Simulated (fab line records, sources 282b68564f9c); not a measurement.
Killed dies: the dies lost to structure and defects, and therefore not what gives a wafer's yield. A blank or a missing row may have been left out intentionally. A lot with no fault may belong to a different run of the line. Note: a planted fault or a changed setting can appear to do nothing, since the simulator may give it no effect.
Which of the tools did it?    flow rit_cmos    15 lots with 45 wafers sampled at 5 steps, on a route of 202 steps

WHAT EACH GAUGE READ, for each wafer
RIT_PLDD_TW_MEAS_10. Usual: PLDD_TW 2339, standard deviation 11.
lot   measured     on             PLDD_TW         flag
L942  day 3 15:43  film_metro-02  2348 2337 2364  
L943  day 3 22:54  film_metro-02  2345 2344 2342  
L944  day 4 03:02  film_metro-02  2346 2351 2335  
L945  day 4 03:30  film_metro-02  2344 2344 2334  
L946  day 4 08:52  film_metro-04  2327 2325 2337  
L949  day 4 15:14  film_metro-02  2318 2331 2324  
L948  day 4 15:45  film_metro-04  2335 2326 2335  
L950  day 4 19:17  film_metro-04  2328 2318 2322  
L954  day 5 13:30  film_metro-03  2359 2350 2351  
L955  day 5 19:13  film_metro-02  2355 2358 2362  
L958  day 6 07:18  film_metro-04  2332 2345 2338  
L959  day 6 16:47  film_metro-04  2344 2332 2323  
L960  day 6 20:17  film_metro-02  2343 2349 2340  
L961  day 7 01:56  film_metro-03  2342 2330 2342  
L965  day 7 19:31  film_metro-04  2313 2337 2330  

RIT_SDANNEAL_RS_MEAS_05: measures by four-point-probe. Usual: NSD_RS 84.48 ohm/sq, standard deviation 0.26.
lot   measured     on             NSD_RS (ohm/sq)    flag
L942  day 3 22:11  film_metro-03  84.64 84.55 84.66  
L943  day 4 04:58  film_metro-02  84.65 84.97 84.96  
L944  day 4 09:59  film_metro-03  84.06 84.48 84.36  
L945  day 4 10:07  film_metro-04  84.37 84.46 84.59  
L946  day 4 16:33  film_metro-02  84.63 84.79 84.72  
L949  day 4 21:25  film_metro-03  84.86 84.89 84.74  
L948  day 4 23:03  film_metro-04  84.23 84.56 84.18  
L950  day 5 02:40  film_metro-04  84.66 84.61 84.43  
L954  day 5 19:38  film_metro-03  84.43 84.49 84.66  
L955  day 6 01:17  film_metro-04  84.25 84.49 84.63  
L958  day 6 13:49  film_metro-03  82.28 81.66 81.98  OFF
L959  day 6 22:53  film_metro-04  81.36 81.37 81.44  OFF
L960  day 7 02:46  film_metro-04  81.73 81.75 82.14  OFF
L961  day 7 08:08  film_metro-03  84.64 84.60 84.99  
L965  day 8 01:28  film_metro-04  84.44 84.31 84.47  

RIT_CONTACT_CD_MEAS_08 targets a cd of 1000 nm. Usual: cd_nm reads 1000.7 nm (standard deviation 1.6).
lot   measured     on         cd_nm (nm)            flag
L942  day 4 00:19  cd_sem-01  997.4 998.8 999.6     
L943  day 4 06:57  cd_sem-02  1001.1 1001.9 999.0   
L944  day 4 12:07  cd_sem-01  1002.0 1002.0 1000.9  
L945  day 4 12:18  cd_sem-02  1000.7 1001.7 1000.6  
L946  day 4 18:44  cd_sem-01  1001.1 1002.9 1000.9  
L949  day 4 23:30  cd_sem-01  999.5 1000.6 998.9    
L948  day 5 01:01  cd_sem-01  1001.0 1001.7 1001.5  
L950  day 5 04:44  cd_sem-01  1000.9 1000.4 1000.8  
L954  day 5 21:51  cd_sem-01  1003.9 1001.8 1001.0  
L955  day 6 03:14  cd_sem-01  999.9 1000.3 1000.5   
L958  day 6 15:50  cd_sem-01  1003.7 1003.2 1002.3  
L959  day 7 00:55  cd_sem-02  1003.0 1003.0 1003.7  
L960  day 7 04:43  cd_sem-02  1001.5 1003.0 1002.0  
L961  day 7 10:14  cd_sem-02  999.5 1000.6 997.3    
L965  day 8 03:30  cd_sem-02  997.4 998.4 997.8     

RIT_M1_OVL_MEAS_10. Usual: M1_OVL -0.3 nm, standard deviation 1.2.
lot   measured     on          M1_OVL (nm)     flag
L942  day 4 03:02  overlay-02  0.0 -0.8 -2.3   
L943  day 4 09:43  overlay-02  0.5 -0.7 -1.5   
L944  day 4 15:04  overlay-01  -0.2 0.7 2.2    
L945  day 4 15:19  overlay-02  0.3 0.1 2.1     
L946  day 4 21:34  overlay-01  -0.9 1.6 0.4    
L949  day 5 02:25  overlay-01  -2.2 -1.5 1.1   
L948  day 5 03:46  overlay-02  -1.7 -0.6 0.5   
L950  day 5 07:22  overlay-01  -0.7 1.3 -1.3   
L954  day 6 00:49  overlay-01  -0.8 -0.1 0.4   
L955  day 6 05:51  overlay-02  -2.9 -1.4 -1.1  
L958  day 6 18:28  overlay-01  0.8 0.3 -0.7    
L959  day 7 03:41  overlay-02  1.0 2.1 1.6     
L960  day 7 07:31  overlay-02  1.3 -1.6 1.4    
L961  day 7 12:50  overlay-02  -0.2 -2.3 0.5   
L965  day 8 06:07  overlay-02  -2.3 -1.7 0.3   

EACH LOT AND THE TOOL THAT RAN IT (in order: tool; ch and the chambers of the sampled wafers; start)
lot   RIT_NSD_IMPLANT_08
L942  implanter-04 ch 0, day 3 19:46
L943  implanter-03 ch 0, day 4 02:29
L944  implanter-03 ch 0, day 4 06:49
L945  implanter-02 ch 0, day 4 07:25
L946  implanter-04 ch 0, day 4 14:05
L949  implanter-04 ch 0, day 4 18:51
L948  implanter-04 ch 0, day 4 20:40
L950  implanter-03 ch 0, day 4 23:57
L954  implanter-04 ch 0, day 5 17:18
L955  implanter-02 ch 0, day 5 22:52
L958  implanter-02 ch 0, day 6 11:03
L959  implanter-02 ch 0, day 6 20:24
L960  implanter-02 ch 0, day 7 00:14
L961  implanter-03 ch 0, day 7 05:34
L965  implanter-03 ch 0, day 7 23:07
- RIT_NSD_IMPLANT_08

WHAT THE TOOLS THEMSELVES READ (means of the sampled wafers that have a number; where no wafer has one, the mark that the record gives instead)
RIT_NSD_IMPLANT_08. Usual: dose_ions_cm2 1.0001e+15, standard deviation 1.3e+12; faraday_current_uA 3129, standard deviation 65.
lot   tool          dose_ions_cm2  faraday_current_uA  flag
L942  implanter-04  1.0008e+15     3113                
L943  implanter-03  1.0002e+15     3133                
L944  implanter-03  1.0005e+15     3105                
L945  implanter-02  9.9953e+14     3145                
L946  implanter-04  9.9960e+14     3120                
L949  implanter-04  9.9873e+14     3144                
L948  implanter-04  1.0014e+15     3138                
L950  implanter-03  1.0014e+15     3142                
L954  implanter-04  1.0016e+15     3092                
L955  implanter-02  1.0001e+15     3099                
L958  implanter-02  1.0421e+15     3277                OFF
L959  implanter-02  1.0419e+15     3300                OFF
L960  implanter-02  1.0433e+15     3281                OFF
L961  implanter-03  1.0001e+15     3127                
L965  implanter-03  1.0022e+15     3196                

THE ANSWER, worked out from the rows above alone
Rule: take the mean of a lot's wafers that have a number; if it is more than 3 standard deviations from the usual mean, the lot is off. Also off: a lot with no number at a reading for which 4 or more lots have one. Where the step has rows for the other lots, those lots are counted as sound. Order of review: gauges by route order, followed by the tools' own readings, for which a lot's mean as printed above is used. The first step at which some lot is off is used, and at that step the reading that is off furthest; a lot without a number counts as furthest.
Off: at RIT_SDANNEAL_RS_MEAS_05 (NSD_RS), L958, L959, L960.
A tool fits if, at a process step before that reading, it ran every lot that is off, and no sound lot after the first of them. The gauges at RIT_SDANNEAL_RS_MEAS_05 aren't tried: what is off there is off at RIT_NSD_IMPLANT_08 too, on other tools, and a gauge's error can't cause that. One candidate fits, namely implanter-02 at RIT_NSD_IMPLANT_08. Its last sound lot is L955 (day 5 22:52), its first lot that is off L958 (day 6 11:03): a fault that began between those two fits.
The tool's own readings at RIT_NSD_IMPLANT_08 bear it out: on the lots that are off they differ by more than 5 times the standard deviation of the sound lots' means. dose_ions_cm2 reads 1.0424e+15 there against 1.0005e+15 on the sound lots; faraday_current_uA reads 3286 there against 3130 on the sound lots.

WHAT THE SIMULATOR HAD PUT IN
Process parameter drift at RIT_NSD_IMPLANT_08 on implanter-02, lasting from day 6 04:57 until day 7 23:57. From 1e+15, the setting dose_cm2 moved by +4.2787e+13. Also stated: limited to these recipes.
Lots struck among those shown: L958, L959, L960. The rule given above showed the same thing.
